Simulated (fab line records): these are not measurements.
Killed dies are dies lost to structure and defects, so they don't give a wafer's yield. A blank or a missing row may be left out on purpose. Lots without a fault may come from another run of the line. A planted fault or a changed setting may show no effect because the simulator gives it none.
The tool behind it: which one? -- flow ritCmos -- 39 wafers from 13 lots sampled at 5 of the route's 202 steps

== WHAT THE GAUGES SHOWED, per wafer ==
RIT_PRETRO_TW_MEAS_10.
lot,measured,on,PRETRO_TW
L643,day 2 13:21,filmMetro-03,480 479 479
L645,day 2 18:21,filmMetro-03,478 480 478
L646,day 3 01:23,filmMetro-02,486 486 484
L647,day 3 04:21,filmMetro-02,484 483 483
L648,day 3 09:13,filmMetro-03,476 475 475
L650,day 3 20:03,filmMetro-03,474 474 476
L651,day 4 01:10,filmMetro-01,475 475 477
L654,day 4 16:54,filmMetro-03,477 477 478
L659,day 5 16:05,filmMetro-02,484 479 479
L661,day 6 02:04,filmMetro-01,477 475 476
L662,day 6 07:17,filmMetro-01,475 474 475
L664,day 6 17:31,filmMetro-03,473 474 472
L666,day 7 01:59,filmMetro-03,473 474 476

RIT_FOX2_THK_MEAS_91.
lot,measured,on,FIELD_OXIDE_LEFT_2_THK (nm)
L643,day 2 13:50,filmMetro-03,261 254 258
L645,day 2 18:50,filmMetro-03,262 268 267
L646,day 3 01:53,filmMetro-01,253 257 251
L647,day 3 04:52,filmMetro-03,254 257 258
L648,day 3 09:43,filmMetro-04,258 264 264
L650,day 3 20:32,filmMetro-01,254 251 257
L651,day 4 01:40,filmMetro-03,251 251 258
L654,day 4 17:22,filmMetro-04,250 251 247
L659,day 5 16:35,filmMetro-01,268 265 266
L661,day 6 02:32,filmMetro-04,272 263 270
L662,day 6 07:46,filmMetro-01,269 269 267
L664,day 6 18:01,filmMetro-04,269 269 272
L666,day 7 02:30,filmMetro-03,259 256 260

RIT_M1_RS_MEAS_01: measurement is done with a four-point probe.
lot,measured,on,M1_AL_RS (ohm/sq)
L643,day 3 10:26,filmMetro-04,0.0751 0.0762 0.0760
L645,day 3 17:09,filmMetro-02,0.0749 0.0763 0.0754
L646,day 3 23:46,filmMetro-01,0.0750 0.0769 0.0755
L647,day 4 01:40,filmMetro-01,0.0757 0.0758 0.0757
L648,day 4 08:14,filmMetro-04,0.0750 0.0752 0.0745
L650,day 4 20:13,filmMetro-04,0.0754 0.0740 0.0746
L651,day 4 22:34,filmMetro-01,0.0746 0.0740 0.0748
L654,day 5 14:59,filmMetro-01,0.0746 0.0754 0.0763
L659,day 6 14:43,filmMetro-01,0.1251 0.0745 0.0746
L661,day 6 23:41,filmMetro-02,0.0761 0.0769 0.1306
L662,day 7 04:44,filmMetro-04,0.0756 0.0748 0.0749
L664,day 7 14:40,filmMetro-02,0.0770 0.0767 0.0759
L666,day 8 00:43,filmMetro-02,0.0765 0.0754 0.0744

RIT_M1_THK_MEAS_02: measures by xrf.
lot,measured,on,M1_AL_THK (nm)
L643,day 3 10:32,filmMetro-04,385 385 383
L645,day 3 17:16,filmMetro-02,388 377 382
L646,day 3 23:52,filmMetro-01,387 376 381
L647,day 4 01:46,filmMetro-01,385 381 386
L648,day 4 08:22,filmMetro-04,387 386 389
L650,day 4 20:20,filmMetro-04,386 392 390
L651,day 4 22:40,filmMetro-01,388 392 388
L654,day 5 15:07,filmMetro-01,391 386 385
L659,day 6 14:49,filmMetro-01,236 391 391
L661,day 6 23:49,filmMetro-02,379 376 227
L662,day 7 04:50,filmMetro-04,384 390 385
L664,day 7 14:47,filmMetro-02,372 374 380
L666,day 8 00:50,filmMetro-02,373 382 389

== WHICH TOOL RAN EACH LOT (tool, then ch and the chambers of the sampled wafers, then the start) ==
lot,RIT_M1_SPUTTER_00
L643,"pvdSputter-04, day 3 10:06"
L645,"pvdSputter-04, day 3 16:52"
L646,"pvdSputter-04, day 3 23:27"
L647,"pvdSputter-03, day 4 01:20"
L648,"pvdSputter-02, day 4 07:56"
L650,"pvdSputter-03, day 4 19:55"
L651,"pvdSputter-04, day 4 22:14"
L654,"pvdSputter-02, day 5 14:41"
L659,"pvdSputter-04, day 6 14:23"
L661,"pvdSputter-04, day 6 23:24"
L662,"pvdSputter-02, day 7 04:25"
L664,"pvdSputter-02, day 7 14:22"
L666,"pvdSputter-02, day 8 00:25"
- RIT_M1_SPUTTER_00: material Al, target thk 400 nm, time 500 s.

== AS READ BY THE TOOLS THEMSELVES (means over the sampled wafers that have a number; for cases with no such wafer, the mark the record gives instead) ==
RIT_M1_SPUTTER_00.
lot,tool,cathodeDcPowerW (W),throttleValvePct (%)
L643,pvdSputter-04,1951.9,28.6
L645,pvdSputter-04,1951.9,28.5
L646,pvdSputter-04,1952.0,28.4
L647,pvdSputter-03,1951.9,29.6
L648,pvdSputter-02,1952.0,30.2
L650,pvdSputter-03,1952.5,29.8
L651,pvdSputter-04,1952.2,28.1
L654,pvdSputter-02,1951.5,29.8
L659,pvdSputter-04,1952.3,28.4
L661,pvdSputter-04,1952.0,28.5
L662,pvdSputter-02,1951.8,30.1
L664,pvdSputter-02,1952.3,29.9
L666,pvdSputter-02,1952.2,29.9

== THE ANSWER, worked out from the rows above alone ==
Rule: what is usual is taken from the lots themselves. Put in order of their means at a reading, lots are off if they are a third of the lots or fewer, leave a main group of 4 or more, and stand apart from it by a gap of 3 or more times the standard deviation of the main group's means; of several such gaps the widest counts. If all means in a main group match to the digits the tables above print for the reading, that group is not used. A lot without any number at a reading at which 4 lots or more have one is off too. All remaining lots with rows at the step are treated as sound. The gauges are gone through in route order, then the tools' own readings, and for those a lot's mean is taken as printed above. The first step at which some lot is off is used, and at that step the reading that is off furthest; a lot without a number counts as furthest.
Off: at RIT_M1_RS_MEAS_01 (M1_AL_RS), L659, L661. Main group: mean 0.0754 ohm/sq, sd 0.00056.
A tool fits if, at a process step before that reading, it ran every lot that is off, and no sound lot after the first of them. Gauges at RIT_M1_RS_MEAS_01: tried the same way as those tools. One fits: RIT_M1_SPUTTER_00 on pvdSputter-04. Its last sound lot is L651 (day 4 22:14), its first lot that is off L659 (day 6 14:23): a fault that began between those two fits.

== WHAT THE SIMULATOR HAD PUT IN ==
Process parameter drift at RIT_M1_SPUTTER_00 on pvdSputter-04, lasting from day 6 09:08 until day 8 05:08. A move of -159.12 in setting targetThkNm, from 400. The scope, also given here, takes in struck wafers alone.
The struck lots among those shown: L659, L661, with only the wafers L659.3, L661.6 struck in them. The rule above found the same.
